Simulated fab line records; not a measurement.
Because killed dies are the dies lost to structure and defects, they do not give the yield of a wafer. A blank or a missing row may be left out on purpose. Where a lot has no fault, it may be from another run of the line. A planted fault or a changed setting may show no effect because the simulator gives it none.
Struck lot and sound lot, side by side || flow rit-cmos || 17 steps out of a route of 202
Sound: the wafers L576.2, L576.5, L576.6. Struck: wafers L578.1, L578.2, L578.6. At the end, the cause is stated.
At each step with rows: each side's tool, then ch and its chambers, then its first start. Under that, the readings that differ: sound wafers || struck wafers || difference of the means || sigmas: that difference in standard deviations of wafers without a fault.
alike: readings with means less than 2 such deviations apart, plus words and numbers identical on both sides. not compared: withheld readings, readings lacking a value on some wafer, bounds such as >300 that could conceal the same value, and numbers that have no deviation in the record and whose values overlap.
Wherever a step has rows on one side only, a row that says differs or no value, or a row with sigmas, the two part there. Non-overlapping numbers with no deviation appear without sigmas and do not part them. A reading that every wafer of one side lacks parts them only if that side has two wafers or more.

first, 1 step without rows for these wafers: RIT_PSD_IMPLANT_08.
RIT_PSD_STRIP_09: strips in O2, time 180 s.
  sound on plasma-asher-02 ch 0,1, day 4 16:57; struck on plasma-asher-04 ch 0,1, day 5 03:41
{"reading": "chamber-pressure-mTorr (mTorr)", "sound": "4000 4010 4001", "struck": "3999 3994 3994", "difference": -8, "sigmas": -2}
{"reading": "drypump-motor-current-A (A)", "sound": "6.8 6.0 6.8", "struck": "4.8 5.6 4.8", "difference": -1.5, "sigmas": -2}
  not compared: rf-hours-counter-h
RIT_PSD_TW_MEAS_10:
  sound: film-metro-04 at day 4 17:08; struck: film-metro-01 at day 5 03:52
{"reading": "PSD_TW", "sound": "3483 3469 3498", "struck": "3406 3420 3401", "difference": -74, "sigmas": -2}
then, 3 steps without rows for these wafers: RIT_SDANNEAL_CLEAN_00 (cleans in SC1, time 600 s); RIT_SDANNEAL_CLEAN_01 (cleans in dHF, time 30 s); RIT_SDANNEAL_CLEAN_02 (cleans in SC2, time 600 s).
RIT_SDANNEAL_RTA_03: time 5 s.
  sound on rtp-anneal-02 ch 0, day 4 17:34; struck on rtp-anneal-02 ch 0, day 5 04:18
  alike: wafer_temp_C_max
RIT_SDANNEAL_RS_MEAS_04: measurement is done with a four-point probe.
  sound: film-metro-02 at day 4 17:38; struck: film-metro-04 at day 5 04:22
  alike: PSD_RS
RIT_SDANNEAL_RS_MEAS_05: measurement is done with a four-point probe.
  sound: film-metro-02 at day 4 17:45; struck: film-metro-04 at day 5 04:29
{"reading": "NSD_RS (ohm/sq)", "sound": "83.34 83.26 83.26", "struck": "82.65 83.04 82.64", "difference": -0.51, "sigmas": -2}
RIT_SDANNEAL_RS_MEAS_06: measurement is done with a four-point probe.
  sound: film-metro-02 at day 4 17:52; struck: film-metro-04 at day 5 04:36
  alike: PLDD_RS
RIT_SDANNEAL_RS_MEAS_07: measurement is done with a four-point probe.
  sound: film-metro-02 at day 4 17:59; struck: film-metro-04 at day 5 04:43
  alike: NLDD_RS
then, 1 step without rows for these wafers: RIT_SILICIDE_WET_ETCH_00 (etches SiO2 in BOE, target depth 14 nm, time 15 s).
RIT_SILICIDE_SPUTTER_01: material Ti, target thk 30 nm, time 240 s.
  sound: pvd-sputter-02 at day 4 18:06; struck: pvd-sputter-02 at day 5 05:10
  alike: cathode-dc-power-W, throttle-valve-pct
RIT_SILICIDE_RS_MEAS_02: measurement is done with a four-point probe.
  sound: film-metro-03 at day 4 18:16; struck: film-metro-03 at day 5 05:19
{"reading": "SILICIDE_TI_RS (ohm/sq)", "sound": "47.1 47.9 47.3", "struck": "20.6 20.8 20.6", "difference": -26.8, "sigmas": -29}
RIT_SILICIDE_THK_MEAS_03: measures by xrf.
  sound: film-metro-03 at day 4 18:23; struck: film-metro-03 at day 5 05:26
{"reading": "SILICIDE_TI_THK (nm)", "sound": "30.7 30.3 30.5", "struck": "60.0 59.6 60.2", "difference": "+29.4", "sigmas": "+65"}
RIT_SILICIDE_RTA_04: time 10 s, ramp up 5 s, ramp down 5 s.
  sound on rtp-anneal-01 ch 0, day 4 18:27; struck on rtp-anneal-01 ch 0, day 5 05:30
  alike: wafer_temp_C_max
RIT_M1_PROBE_99:
  sound: prober-02 at day 5 01:02; struck: prober-02 at day 5 12:21
  alike: killed-at-front-end, killed-dies, killed-open, killed-short

== WHERE THEY PART ==
At RIT_PSD_STRIP_09 first; at RIT_SILICIDE_THK_MEAS_03 last (within this record only). Later steps at which nothing parts them and some readings are alike: RIT_SILICIDE_RTA_04, RIT_M1_PROBE_99.

WHY: whatever the simulator had introduced
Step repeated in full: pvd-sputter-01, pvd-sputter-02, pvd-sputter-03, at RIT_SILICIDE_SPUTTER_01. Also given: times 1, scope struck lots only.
